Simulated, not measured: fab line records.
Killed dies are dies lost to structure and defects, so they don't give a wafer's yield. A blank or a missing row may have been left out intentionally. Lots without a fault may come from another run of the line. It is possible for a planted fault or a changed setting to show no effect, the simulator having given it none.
Which of the tools did it? | flow berkeleyCmos170 | Sampling: 14 lots, 42 wafers, 5 of 331 route steps

== WHAT THE GAUGES READ, wafer by wafer ==
UCB170_ACTIVE_THK_MEAS_03.
lot  | measured    | on           | ACTIVE_OXIDE_THK (nm)
L612 | day 4 14:51 | filmMetro-02 | 26.3 26.3 26.5
L613 | day 4 14:51 | filmMetro-04 | 26.8 26.5 27.3
L614 | day 4 21:27 | filmMetro-02 | 26.4 26.1 26.5
L616 | day 5 12:23 | filmMetro-02 | 26.6 26.0 26.3
L618 | day 5 12:23 | filmMetro-01 | 27.6 27.6 27.2
L617 | day 5 12:26 | filmMetro-02 | 26.3 26.6 26.6
L621 | day 6 01:41 | filmMetro-02 | 27.3 27.1 26.7
L619 | day 6 01:41 | filmMetro-04 | 26.8 26.8 27.0
L620 | day 6 01:41 | filmMetro-01 | 26.4 27.4 26.9
L622 | day 6 17:07 | filmMetro-02 | 26.6 26.7 26.7
L623 | day 6 17:07 | filmMetro-01 | 26.1 26.1 26.2
L629 | day 8 08:15 | filmMetro-04 | 26.8 27.1 27.2
L631 | day 8 08:19 | filmMetro-02 | 26.4 26.0 26.5
L635 | day 9 12:35 | filmMetro-04 | 26.5 26.3 27.2

UCB170_ACTIVE_OVL_MEAS_14.
lot  | measured    | on         | ACTIVE_OVL (nm)
L612 | day 5 00:32 | overlay-01 | -9 0 -3
L613 | day 5 01:05 | overlay-01 | -3 -2 -1
L614 | day 5 07:14 | overlay-02 | -4 -5 -9
L616 | day 5 21:05 | overlay-02 | -3 -6 -6
L618 | day 5 21:22 | overlay-01 | -19 -8 3
L617 | day 5 21:16 | overlay-02 | -13 -13 -16
L621 | day 6 11:48 | overlay-02 | 0 -6 0
L619 | day 6 11:16 | overlay-01 | -5 -7 -2
L620 | day 6 11:34 | overlay-01 | -4 -11 -10
L622 | day 7 06:23 | overlay-02 | -12 -11 -8
L623 | day 7 06:37 | overlay-02 | -2 7 -3
L629 | day 8 16:53 | overlay-02 | -8 -6 -4
L631 | day 8 17:10 | overlay-01 | 8 8 -4
L635 | day 9 23:07 | overlay-01 | -1 -5 -5

UCB170_FIELD_THK_MEAS_91.
lot  | measured     | on           | FIELD_OXIDE_LEFT_2_THK (nm)
L612 | day 7 01:23  | filmMetro-04 | 337 340 338
L613 | day 7 00:56  | filmMetro-02 | 370 366 367
L614 | day 7 11:26  | filmMetro-02 | 377 366 365
L616 | day 7 17:19  | filmMetro-03 | 375 365 365
L618 | day 7 17:52  | filmMetro-04 | 374 367 368
L617 | day 7 15:50  | filmMetro-04 | 363 363 368
L621 | day 8 07:26  | filmMetro-04 | 372 372 361
L619 | day 8 07:16  | filmMetro-02 | 383 378 375
L620 | day 8 06:59  | filmMetro-04 | 364 358 358
L622 | day 8 19:27  | filmMetro-04 | 354 355 353
L623 | day 8 19:10  | filmMetro-04 | 358 355 357
L629 | day 10 12:25 | filmMetro-04 | 351 354 361
L631 | day 10 13:01 | filmMetro-03 | 378 371 382
L635 | day 11 17:08 | filmMetro-02 | 349 356 347

UCB170_GATE_THK_MEAS_05.
lot  | measured     | on           | GATE_POLY_THK (nm)
L612 | day 7 12:53  | filmMetro-01 | 213.7 214.9 212.5
L613 | day 7 12:53  | filmMetro-02 | 212.3 212.1 212.6
L614 | day 7 22:03  | filmMetro-02 | 213.2 212.0 212.1
L616 | day 8 05:26  | filmMetro-03 | 218.0 216.5 217.5
L618 | day 8 05:23  | filmMetro-01 | 212.3 215.0 214.1
L617 | day 8 05:23  | filmMetro-03 | 216.6 215.7 215.6
L621 | day 8 17:10  | filmMetro-01 | 213.0 213.0 214.0
L619 | day 8 17:10  | filmMetro-03 | 212.6 214.2 213.4
L620 | day 8 17:10  | filmMetro-02 | 217.0 217.0 217.6
L622 | day 9 07:32  | filmMetro-01 | 216.2 217.0 217.7
L623 | day 9 07:32  | filmMetro-03 | 215.4 216.7 216.4
L629 | day 11 00:08 | filmMetro-02 | 252.3 255.3 251.0
L631 | day 11 00:12 | filmMetro-03 | 221.3 221.3 242.6
L635 | day 12 06:41 | filmMetro-02 | 213.7 213.9 212.9

== EACH LOT AND THE TOOL THAT RAN IT (in order: tool; ch and the chambers of the sampled wafers; start) ==
lot  | UCB170_GATE_CVD_04
L612 | lpcvd-01 ch 0, day 7 11:29
L613 | lpcvd-01 ch 1, day 7 11:29
L614 | lpcvd-01 ch 0, day 7 20:39
L616 | lpcvd-02 ch 0, day 8 03:59
L618 | lpcvd-02 ch 0, day 8 03:59
L617 | lpcvd-02 ch 1, day 8 03:59
L621 | lpcvd-02 ch 0, day 8 15:46
L619 | lpcvd-02 ch 0, day 8 15:46
L620 | lpcvd-02 ch 0, day 8 15:46
L622 | lpcvd-02 ch 0, day 9 06:07
L623 | lpcvd-02 ch 1, day 9 06:07
L629 | lpcvd-02 ch 0, day 10 22:44
L631 | lpcvd-02 ch 0, day 10 22:44
L635 | lpcvd-02 ch 1, day 12 04:31
- UCB170_GATE_CVD_04: deposits poly-Si from SiH4, time 1440 s, target thk 214 nm.

== AS READ BY THE TOOLS THEMSELVES (means over the sampled wafers that have a number; for cases with no such wafer, the mark the record gives instead) ==
UCB170_GATE_CVD_04.
lot  | tool     | spikeTcCentreC (C) | zonePowerCentrePct (%) | zonePowerSourcePct (%)
L612 | lpcvd-01 | 613.1              | 26.6                   | 11.5
L613 | lpcvd-01 | 613.6              | 33.0                   | 10.9
L614 | lpcvd-01 | 613.1              | 26.8                   | 11.6
L616 | lpcvd-02 | 613.3              | 24.7                   | 11.4
L618 | lpcvd-02 | 612.4              | 24.3                   | 11.3
L617 | lpcvd-02 | 614.7              | 28.7                   | 12.7
L621 | lpcvd-02 | 613.7              | 24.7                   | 11.5
L619 | lpcvd-02 | 613.1              | 24.6                   | 11.4
L620 | lpcvd-02 | 612.9              | 24.6                   | 11.4
L622 | lpcvd-02 | 613.7              | 24.2                   | 11.5
L623 | lpcvd-02 | 614.1              | 28.8                   | 12.7
L629 | lpcvd-02 | 626.9              | 27.5                   | 11.0
L631 | lpcvd-02 | 624.9              | 27.7                   | 10.9
L635 | lpcvd-02 | 612.0              | 28.4                   | 12.9

== THE ANSWER, worked out from the rows above alone ==
Rule: the lots themselves supply what counts as usual. The widest of any qualifying gaps counts: lots, ordered by their means at a reading, are off when they make up no more than a third of the lots, leave a main group of 4 or more, and stand apart from it by 3 or more times the standard deviation of that group's means. A main group whose means are all the same, to the digits that the tables above print for the reading, isn't used. Also off: a lot with no number at a reading for which 4 or more lots have one. Any other lot the step has rows for is counted as sound. The gauges are gone through in route order, then the tools' own readings, and for those a lot's mean is taken as printed above. The first step at which some lot is off is used, and at that step the reading that is off furthest; a lot without a number counts as furthest.
Off: L629, L631, at UCB170_GATE_THK_MEAS_05 (GATE_POLY_THK). The main group has a mean of 214.7 nm with a standard deviation of 1.8.
A tool fits if, at a process step before that reading, it ran every lot that is off, and no sound lot after the first of them. The gauges at UCB170_GATE_THK_MEAS_05 aren't tried: what is off there is off at UCB170_GATE_CVD_04 too, on other tools, and a gauge's error can't cause that. None of those tried fits.

== WHAT THE SIMULATOR PUT IN ==
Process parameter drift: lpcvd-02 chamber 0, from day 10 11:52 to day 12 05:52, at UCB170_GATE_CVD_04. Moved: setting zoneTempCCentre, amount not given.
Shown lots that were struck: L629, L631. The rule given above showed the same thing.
